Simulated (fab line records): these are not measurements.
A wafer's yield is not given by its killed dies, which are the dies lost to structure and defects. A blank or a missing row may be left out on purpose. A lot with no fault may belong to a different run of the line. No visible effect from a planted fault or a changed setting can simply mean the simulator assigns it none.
A lot that was struck, set against a sound lot + flow berkeleyCmos170 + 13 out of 331 route steps
Sound: the wafers L724.1, L724.5, L724.6. Struck: wafers L735.1, L735.4, L735.6. The cause is named last.
For every step that has rows: the tool of each side, followed by ch and its chambers, followed by its first start. Under that, the readings that differ: sound wafers + struck wafers + difference of the means + sigmas: that difference in standard deviations of wafers without a fault.
alike: words and numbers the same on both sides, and readings whose means are apart by under 2 such deviations; not compared: readings that were withheld, readings missing a value for some wafer, numbers with overlapping values and no deviation given by the record, and bounds like >300 which may hide the same value.
Wherever a step has rows on one side only, a row that says differs or no value, or a row with sigmas, the two part there. Numbers that have no deviation but don't overlap get no sigmas and don't part them. A reading missing from all wafers of one side parts the sides only when that side holds two or more wafers.

UCB170_START_BOW_MEAS_00:
  sound: filmMetro-02 at day 2 01:00; struck: filmMetro-03 at day 4 08:00
  alike: INCOMING_BOW
then, 2 steps without rows for these wafers: UCB170_START_CLEAN_01 (cleans in dHF, time 60 s); UCB170_START_OXIDATION_02 (target thk 20 nm, ox time 1800 s).
UCB170_START_THK_MEAS_03:
  sound: filmMetro-02 at day 2 05:28; struck: filmMetro-02 at day 4 11:38
  alike: START_OXIDE_THK
then, 7 steps without rows for these wafers: UCB170_START_ANNEAL_04 (time 1200 s); UCB170_ZERO_HMDS_00 (prime time 60 s); UCB170_ZERO_COAT_01 (resist thk 900 nm); UCB170_ZERO_SOFTBAKE_02 (time 60 s); UCB170_ZERO_EXPOSE_03 (exposes mask PM MARKS, target cd 4000 nm); UCB170_ZERO_PEB_04; UCB170_ZERO_DEVELOP_05 (develop time 45 s).
UCB170_ZERO_ETCH_06: etches SiO2 in CHF3/CF4/Ar, time 12 s.
  sound on rieDiel-04 ch 0,1,2, day 2 10:12; struck on rieDiel-04 ch 1,3, day 4 16:50
| reading             | sound             | struck            | difference | sigmas |
|---------------------|-------------------|-------------------|------------|--------|
| oesProductAu (a.u.) | 0.614 0.616 0.621 | 1.025 0.999 0.999 | +0.391     | +47    |
  alike: drypumpMotorCurrentA, throttleValvePct
  not compared: rfHoursCounterH
UCB170_ZERO_STRIP_07: strips in O2.
  sound on plasmaAsher-02 ch 0,1, day 2 10:13; struck on plasmaAsher-03 ch 0, day 4 16:52
| reading                  | sound             | struck            | difference | sigmas |
|--------------------------|-------------------|-------------------|------------|--------|
| stripTimeToEndpointS (s) | 21.47 21.41 21.44 | 21.74 21.79 21.77 | +0.33      | +5     |
  alike: drypumpMotorCurrentA, oesProductAu
  not compared: rfHoursCounterH

## WHERE THEY PART
Last at UCB170_ZERO_STRIP_07 as far as this record goes, first at UCB170_ZERO_ETCH_06.

WHY: whatever the simulator had introduced
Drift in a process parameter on rieDiel-04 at UCB170_ZERO_ETCH_06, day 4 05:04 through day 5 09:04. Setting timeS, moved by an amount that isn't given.
